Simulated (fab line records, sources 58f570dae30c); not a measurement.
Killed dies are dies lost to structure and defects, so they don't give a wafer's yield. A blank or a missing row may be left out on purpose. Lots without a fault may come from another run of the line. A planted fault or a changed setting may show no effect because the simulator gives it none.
Which tool did it? | flow berkeley_cmos170 | 14 lots, 42 wafers sampled, at 4 steps of a route of 331

WHAT THE GAUGES READ, wafer by wafer
UCB170_START_BOW_MEAS_00. Usual: INCOMING_BOW -1 um, standard deviation 6.7.
lot  | measured    | on            | INCOMING_BOW (um) | flag
L139 | day 1 10:01 | film_metro-03 | 5 -2 11           |
L140 | day 1 15:01 | film_metro-01 | 3 4 -10           |
L141 | day 1 20:00 | film_metro-04 | -6 -8 6           |
L142 | day 2 01:04 | film_metro-04 | -3 1 3            |
L143 | day 2 06:00 | film_metro-01 | -10 1 -1          |
L144 | day 2 11:04 | film_metro-01 | -9 -10 7          |
L152 | day 4 03:00 | film_metro-03 | 0 12 -6           |
L153 | day 4 08:00 | film_metro-01 | 1 6 -4            |
L157 | day 5 04:01 | film_metro-03 | -3 -4 0           |
L158 | day 5 09:00 | film_metro-03 | 1 8 -4            |
L159 | day 5 14:03 | film_metro-03 | 5 -5 -5           |
L160 | day 5 19:00 | film_metro-01 | -1 5 -4           |
L161 | day 6 00:01 | film_metro-04 | -7 2 -8           |
L162 | day 6 05:01 | film_metro-01 | 7 -4 -3           |

UCB170_FIELD_THK_MEAS_90. Usual: FIELD_OXIDE_LEFT_1_THK 441 nm, standard deviation 9.2.
lot  | measured     | on            | FIELD_OXIDE_LEFT_1_THK (nm) | flag
L139 | day 4 16:46  | film_metro-02 | 435 437 434                 |
L140 | day 4 23:55  | film_metro-02 | 450 449 447                 |
L141 | day 5 09:37  | film_metro-02 | 432 435 427                 |
L142 | day 5 20:55  | film_metro-02 | 447 437 448                 |
L143 | day 5 09:35  | film_metro-01 | 438 448 452                 |
L144 | day 5 20:58  | film_metro-01 | 430 430 432                 |
L157 | day 8 15:23  | film_metro-02 | 442 444 450                 |
L158 | day 9 08:06  | film_metro-01 | 427 441 438                 |
L159 | day 9 08:06  | film_metro-02 | 439 445 449                 |
L160 | day 9 12:02  | film_metro-04 | 444 449 444                 |
L161 | day 10 00:23 | film_metro-02 | 432 437 446                 |
L162 | day 10 00:23 | film_metro-01 | 443 442 438                 |

UCB170_GATE_CD_MEAS_12: target cd 350 nm. Usual: cd_nm 349.2 nm, standard deviation 1.4.
lot  | measured     | on        | cd_nm (nm)        | flag
L139 | day 6 04:15  | cd_sem-02 | 349.1 348.2 348.9 |
L140 | day 6 12:13  | cd_sem-01 | 348.9 348.4 348.3 |
L141 | day 7 02:26  | cd_sem-02 | 349.2 350.0 349.9 |
L142 | day 7 08:56  | cd_sem-01 | 347.5 347.3 346.9 |
L143 | day 7 02:25  | cd_sem-01 | 349.0 351.0 349.7 |
L144 | day 7 05:40  | cd_sem-02 | 349.5 349.7 349.6 |
L157 | day 9 20:49  | cd_sem-02 | 351.0 350.6 349.6 |
L158 | day 10 05:31 | cd_sem-02 | 349.5 349.4 348.5 |
L159 | day 10 05:50 | cd_sem-02 | 347.3 347.4 347.0 |
L160 | day 10 09:01 | cd_sem-01 | 351.0 350.0 350.5 |
L161 | day 11 05:16 | cd_sem-02 | 349.6 348.7 350.3 |
L162 | day 11 05:11 | cd_sem-01 | 349.0 348.4 350.0 |

WHICH TOOL RAN EACH LOT (tool, then ch and the chambers of the sampled wafers, then the start)
lot  | UCB170_PWELL_PEB_11
L139 | litho_track-03 ch 0, day 2 22:43
L140 | litho_track-01 ch 0, day 3 04:45
L141 | litho_track-01 ch 0, day 3 15:53
L142 | litho_track-01 ch 0, day 3 16:14
L143 | litho_track-03 ch 0, day 3 16:07
L144 | litho_track-03 ch 0, day 4 00:18
L152 | litho_track-03, day 5 19:13
L153 | litho_track-02, day 6 05:17
L157 | litho_track-03 ch 0, day 6 22:56
L158 | litho_track-02 ch 0, day 7 15:36
L159 | litho_track-01 ch 0, day 7 15:50
L160 | litho_track-01 ch 0, day 7 21:43
L161 | litho_track-01 ch 0, day 7 22:01
L162 | litho_track-03 ch 0, day 7 22:04
- UCB170_PWELL_PEB_11

WHAT THE TOOLS THEMSELVES READ (means of the sampled wafers that have a number; where no wafer has one, the mark that the record gives instead)
UCB170_PWELL_PEB_11. Usual: chill_plate_temp_C 23.01 C, standard deviation 0.098; exhaust_pa 45.0 Pa, standard deviation 0.91.
lot  | tool           | chill_plate_temp_C (C) | exhaust_pa (Pa) | flag
L139 | litho_track-03 | 23.03                  | 44.5            |
L140 | litho_track-01 | 22.91                  | 44.0            |
L141 | litho_track-01 | 23.03                  | 44.4            |
L142 | litho_track-01 | 22.82                  | 44.9            |
L143 | litho_track-03 | 23.02                  | 44.5            |
L144 | litho_track-03 | 22.88                  | 46.4            |
L152 | litho_track-03 | -                      | -               | OFF
L153 | litho_track-02 | -                      | -               | OFF
L157 | litho_track-03 | 23.01                  | 44.3            |
L158 | litho_track-02 | 23.00                  | 44.7            |
L159 | litho_track-01 | 22.98                  | 45.0            |
L160 | litho_track-01 | 22.99                  | 46.3            |
L161 | litho_track-01 | 23.11                  | 44.9            |
L162 | litho_track-03 | 22.96                  | 45.9            |

THE ANSWER, worked out from the rows above alone
Rule: a lot is off if the mean of its wafers that have a number lies more than 3 standard deviations from the usual mean. A lot without any number at a reading at which 4 lots or more have one is off too. The other lots that the step has rows for count as sound. The gauges are gone through in route order, then the tools' own readings, and for those a lot's mean is taken as printed above. The first step at which some lot is off is used, and at that step the reading that is off furthest; a lot without a number counts as furthest.
Off: L152, L153, at UCB170_PWELL_PEB_11 (chill_plate_temp_C). Without a number there: L152, L153.
A tool fits if, at that step or a process step before it, it ran every lot that is off, and no sound lot after the first of them. None of those tried fits.

WHAT THE SIMULATOR HAD PUT IN
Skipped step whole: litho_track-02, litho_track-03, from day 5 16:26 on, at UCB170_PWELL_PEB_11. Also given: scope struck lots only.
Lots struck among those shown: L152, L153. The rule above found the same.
